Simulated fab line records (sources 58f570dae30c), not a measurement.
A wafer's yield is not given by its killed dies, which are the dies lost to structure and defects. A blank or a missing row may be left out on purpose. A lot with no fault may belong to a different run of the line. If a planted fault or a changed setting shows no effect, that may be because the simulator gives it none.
Split-lot trial | flow berkeley cmos170 | route with 331 steps; 5 lots, 23 wafers read

## ON THE SPLIT
At UCB170_M2_SPUTTER_01 (material Al, target thk 900 nm, time 120 s), the setting power w was moved away from the recipe's 6000 W on 9 of the 23 wafers read, by -9.8% to +8.5%. The other wafers ran this setting at the recipe's value.

## FROM THE SPLIT TO THE READING: what the file shows between them, 2 steps
- UCB170_M2_RS_MEAS_02: measures by four-point-probe
- UCB170_M2_THK_MEAS_03: measures by xrf

## THE READING
oes product au, in a.u., at UCB170_M2_METAL_ETCH_18 (etches Al in Cl2/BCl3, stops on SiO2, target depth 1170 nm, time 195 s). On this fab line, fault-free wafers typically give 0.852 a.u. with a standard deviation of 0.012 a.u.

wafer  | tool, chamber at the split | power w as run, W | against the recipe | oes product au, a.u. | against lot-mates on the recipe
L077.2 | pvd sputter-04, -          | 6000              | recipe             | 0.848                | -
L077.3 | pvd sputter-04, -          | 6483              | +8.1%              | 0.951                | +0.081
L077.4 | pvd sputter-04, -          | 6483              | +8.1%              | 0.958                | +0.088
L077.5 | pvd sputter-04, -          | 6000              | recipe             | 0.901                | -
L077.6 | pvd sputter-04, -          | 6000              | recipe             | 0.860                | -
L078.1 | pvd sputter-03, -          | 6000              | recipe             | 0.847                | -
L078.2 | pvd sputter-03, -          | 5414              | -9.8%              | 0.809                | -0.048
L078.3 | pvd sputter-03, -          | 6000              | recipe             | 0.867                | -
L078.4 | pvd sputter-03, -          | 5414              | -9.8%              | 0.798                | -0.059
L078.5 | pvd sputter-03, -          | 5414              | -9.8%              | 0.814                | -0.043
L084.1 | pvd sputter-03, -          | 5810              | -3.2%              | 0.831                | -0.017
L084.2 | pvd sputter-03, -          | 6000              | recipe             | 0.851                | -
L084.4 | pvd sputter-03, -          | 5810              | -3.2%              | 0.826                | -0.022
L084.5 | pvd sputter-03, -          | 6000              | recipe             | 0.844                | -
L084.6 | pvd sputter-03, -          | 6000              | recipe             | 0.848                | -
L082.2 | pvd sputter-03, -          | 6000              | recipe             | 0.840                | -
L082.4 | pvd sputter-03, -          | 6000              | recipe             | 0.829                | -
L082.5 | pvd sputter-03, -          | 6000              | recipe             | 0.836                | -
L083.1 | pvd sputter-04, -          | 6510              | +8.5%              | 0.906                | +0.048
L083.2 | pvd sputter-04, -          | 6510              | +8.5%              | 0.887                | +0.029
L083.3 | pvd sputter-04, -          | 6000              | recipe             | 0.870                | -
L083.5 | pvd sputter-04, -          | 6000              | recipe             | 0.856                | -
L083.6 | pvd sputter-04, -          | 6000              | recipe             | 0.849                | -

FIT RESULTS
A straight line over all 23 wafers: oes product au changes by +0.0067 a.u. for each +1% of power w; r = +0.85; the points scatter about the line by 0.022 a.u.
The same after taking each lot's own level away (the mean of its wafers on the recipe; 23 wafers): +0.00622 a.u. for each +1%; r = +0.90; scatter 0.016 a.u.
That fit puts the effect of the largest move of power w on the reading at 0.061 a.u.
The span of the lots' own levels, 0.8350 to 0.8697 a.u., comes to 2.9 times the standard deviation stated above.
The two slopes agree, so the slope changes little with the lot-to-lot level.
Check: for one of the wafers moved furthest among these (-9.8%), held out of the fit, the line's prediction against its lot-mates is -0.06 a.u. Against them it came out at -0.048 a.u.

## THE WHOLE CHAIN: every reading that the file lists as answering this split, in the file's order
step                    | what it does                                                           | reading                                                                     | change (the file's fit)                   | r (the file's)
UCB170_M2_SPUTTER_01    | material Al, target thk 900 nm, time 120 s                             | Al_of_M2_SPUTTER_01.thk nm (the simulator's own value, which no gauge read) | +9.15 nm for each +1% of the setting      | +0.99
UCB170_M2_RS_MEAS_02    | measures by four-point-probe                                           | M2_AL_RS                                                                    | -0.000333 for each +1% of the setting     | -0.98
UCB170_M2_THK_MEAS_03   | measures by xrf                                                        | M2_AL_THK                                                                   | +8.89 for each +1% of the setting         | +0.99
UCB170_M2_METAL_ETCH_18 | etches Al in Cl2/BCl3, stops on SiO2, target depth 1170 nm, time 195 s | oes product au                                                              | +0.00641 a.u. for each +1% of the setting | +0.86

## FILE'S OWN FIT
oes product au changes by +0.00641 a.u. for each +1% of power w, r = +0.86.
